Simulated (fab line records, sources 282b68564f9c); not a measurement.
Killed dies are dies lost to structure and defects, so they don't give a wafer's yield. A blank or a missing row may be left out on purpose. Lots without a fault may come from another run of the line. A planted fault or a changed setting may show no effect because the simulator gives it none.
One fault seen from 2 desks | flow rit_cmos | each desk has only its own numbers; what lay behind them comes last

THE TOOL OWNER'S DESK: lpcvd-02
The tool's own readings at RIT_GATE_CVD_08 (deposits poly-Si from SiH4, target thk 250 nm, time 2220 s): means of the sampled wafers that have a number, for each lot that ran on this tool. A lot is out of limits, marked OUT, if its mean lies more than 4 standard deviations from the usual mean; the brackets give that distance.
Columns: A = spike_tc_centre_C at RIT_GATE_CVD_08, usual 612.2 C; B = spike_tc_load_C at RIT_GATE_CVD_08, usual 631.5 C; C = spike_tc_source_C at RIT_GATE_CVD_08, usual 629.0 C; D = susceptor_temp_C at RIT_GATE_CVD_08, usual 610.00 C
lot  | first seen here | A                | B                | C     | D
L816 | day 2 14:25     | 611.6            | 629.4            | 628.8 | 609.95
L818 | day 3 00:41     | 613.2            | 631.6            | 625.9 | 610.00
L820 | day 3 14:22     | 613.2            | 632.0            | 624.3 | 610.08
L822 | day 3 20:26     | 610.9            | 629.8            | 628.5 | 610.13
L824 | day 4 08:24     | 611.2            | 630.2            | 628.4 | 610.32
L825 | day 4 12:00     | 613.8            | 631.6            | 625.6 | 609.79
L832 | day 6 01:33     | 613.9            | 631.0            | 625.7 | 609.95
L836 | day 6 18:32     | 604.3 (-5.6) OUT | 621.6 (-4.1) OUT | 621.5 | 603.15 (-24) OUT
L838 | day 7 05:45     | 604.4 (-5.6) OUT | 622.1            | 621.9 | 603.34 (-24) OUT
This desk's finding: out of limits on L836, L838; first on L836, day 6 18:32 (spike_tc_centre_C at RIT_GATE_CVD_08). In limits: L816, L818, L820, L822, L824, L825, L832.

THE METROLOGY DESK
What the gauges read, lot by lot, whatever tool the lot ran on: means of the sampled wafers that have a number. A lot is out of limits, marked OUT, if its mean lies more than 4 standard deviations from the usual mean; the brackets give that distance.
Columns: A = GATE_POLY_THK at RIT_GATE_THK_MEAS_09, usual 249.6 nm
lot  | first seen here | A
L816 | day 2 16:03     | 250.2
L817 | day 2 20:41     | 250.9
L818 | day 3 02:17     | 249.6
L820 | day 3 15:59     | 248.2
L821 | day 3 18:29     | 246.0
L822 | day 3 22:04     | 246.1
L824 | day 4 10:01     | 249.7
L825 | day 4 13:37     | 245.7
L826 | day 4 19:02     | 252.5
L828 | day 5 09:05     | 250.6
L829 | day 5 11:01     | 251.0
L832 | day 6 03:10     | 248.8
L836 | day 6 20:09     | 210.4 (-18) OUT
L838 | day 7 07:23     | 210.8 (-18) OUT
This desk's finding: out of limits on L836, L838; first on L836, day 6 20:09 (GATE_POLY_THK at RIT_GATE_THK_MEAS_09). In limits: L816, L817, L818, L820, L821, L822, L824, L825, L826, L828, L829, L832.

PUT TOGETHER
The tool owner's desk could have raised an alarm at day 6 18:32, on L836, L838.
The metrology desk could have raised an alarm at day 6 20:09, on L836, L838.
Of the lots named, all ran RIT_GATE_CVD_08 on lpcvd-02.

WHAT THE SIMULATOR HAD PUT IN
Process parameter drift: lpcvd-02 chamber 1, from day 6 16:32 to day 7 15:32, at RIT_GATE_CVD_08. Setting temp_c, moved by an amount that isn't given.
Lots struck among those shown: L836, L838.
Hours from the fault's start to each desk's first reading out of limits: the tool owner's desk, 2; the metrology desk, 4.
